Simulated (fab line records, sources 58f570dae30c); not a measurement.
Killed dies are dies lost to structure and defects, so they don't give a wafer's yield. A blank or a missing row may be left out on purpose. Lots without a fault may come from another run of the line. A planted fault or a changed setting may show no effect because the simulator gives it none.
Problem report in the 8D (eight disciplines) form, filled by code | flow berkeley_cmos170 | the parts of the form that need people (team, actions taken, sign-off) are left out

1. THE PROBLEM
killed_at_M0_to_M3 at UCB170_M3_PROBE_99 reads a mean of 26.6 on 8 wafers of 3 lots; wafers without a fault read 0.9 with a standard deviation of 1. That is +26 standard deviations from the usual mean.
First seen on wafer L833.4, day 11 22:28, on prober-01. The record holds 8 wafers of 3 lots with a number at this step. Rule for "out", or "out of limits": more than 4 standard deviations from the usual mean. The other wafers with a number count as sound.

2. WHAT IT IS AND WHAT IT IS NOT
question                    | is                                                                                                                            | is not
which readings at this step | killed_at_M0_to_M3, defect_limited_yield, killed_dies, sort_bin_3_pad_short, sort_bin_5_function, sort_n_pass, sort_yield_pct | killed_open, killed_short
which lots                  | L833, L836, L837                                                                                                              | -
which wafers of those lots  | all that have a number                                                                                                        | -
read on which tools         | prober-01, prober-02                                                                                                          | -
when                        | from day 11 22:28                                                                                                             | up to then (0 sound wafers)

3. SUSPECTS, AND WHAT RULES EACH OUT
Counting: a tool at a process step up to the reading stays a suspect if it ran every lot that is out and no sound lot after the first of them.
- rie_diel-01 at UCB170_M1_ETCH_11 (etches BARC in N2/H2): kept. It ran every lot that is out, first L833 (day 11 03:52), and no sound lot after that.
Left after counting: rie_diel-01 at UCB170_M1_ETCH_11.

4. THE CAUSE (what the simulator had put in)
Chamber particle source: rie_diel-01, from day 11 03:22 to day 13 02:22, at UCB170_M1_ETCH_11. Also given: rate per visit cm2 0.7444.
Counting left only this tool.

5. THE CHAIN OF EFFECTS, in route order
Each row: a reading whose mean over the struck wafers that have a number lies more than 3 standard deviations from the usual. Only readings for which the record gives a usual standard deviation are gone through. hours: the time from each lot's start at the first step in this table that gives one to its start at this step, as a median over the lots. sigmas: the change in usual standard deviations.
hours | step               | reading              | usual  | on struck wafers | change | sigmas
0     | UCB170_M3_PROBE_99 | defect_limited_yield | 98.8 % | 89.0             | -9.8   | -13
0     | UCB170_M3_PROBE_99 | killed_at_M0_to_M3   | 0.9    | 26.6             | +25.7  | +26
0     | UCB170_M3_PROBE_99 | killed_dies          | 3.0    | 28.9             | +25.9  | +13
0     | UCB170_M3_PROBE_99 | killed_on_rim        | 0.9    | 6.4              | +5.5   | +5.5
0     | UCB170_M3_PROBE_99 | sort_bin_3_pad_short | 0.1 %  | 2.0              | +1.9   | +12
0     | UCB170_M3_PROBE_99 | sort_bin_5_function  | 0.6 %  | 7.2              | +6.6   | +12
0     | UCB170_M3_PROBE_99 | sort_bin_6_memory    | 0.4 %  | 1.8              | +1.4   | +3.2
0     | UCB170_M3_PROBE_99 | sort_n_pass          | 261.0  | 235.1            | -25.9  | -13
0     | UCB170_M3_PROBE_99 | sort_yield_pct       | 98.8 % | 89.0             | -9.8   | -13
The process steps in it:
- UCB170_M3_PROBE_99

6. WHAT WOULD HAVE CAUGHT IT SOONER
In this record the first reading out of limits was taken at day 11 22:28, 19 hours after the fault began at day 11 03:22.
Of the tool readings at UCB170_M1_ETCH_11 for which the record gives a usual standard deviation, none was out on any struck wafer, so an alarm limit of 4 standard deviations on them would not have fired.
Of the lots that are out (3), L837 began UCB170_M1_ETCH_11 on rie_diel-01 after day 11 22:28. A hold on the tool at that time would have spared it.
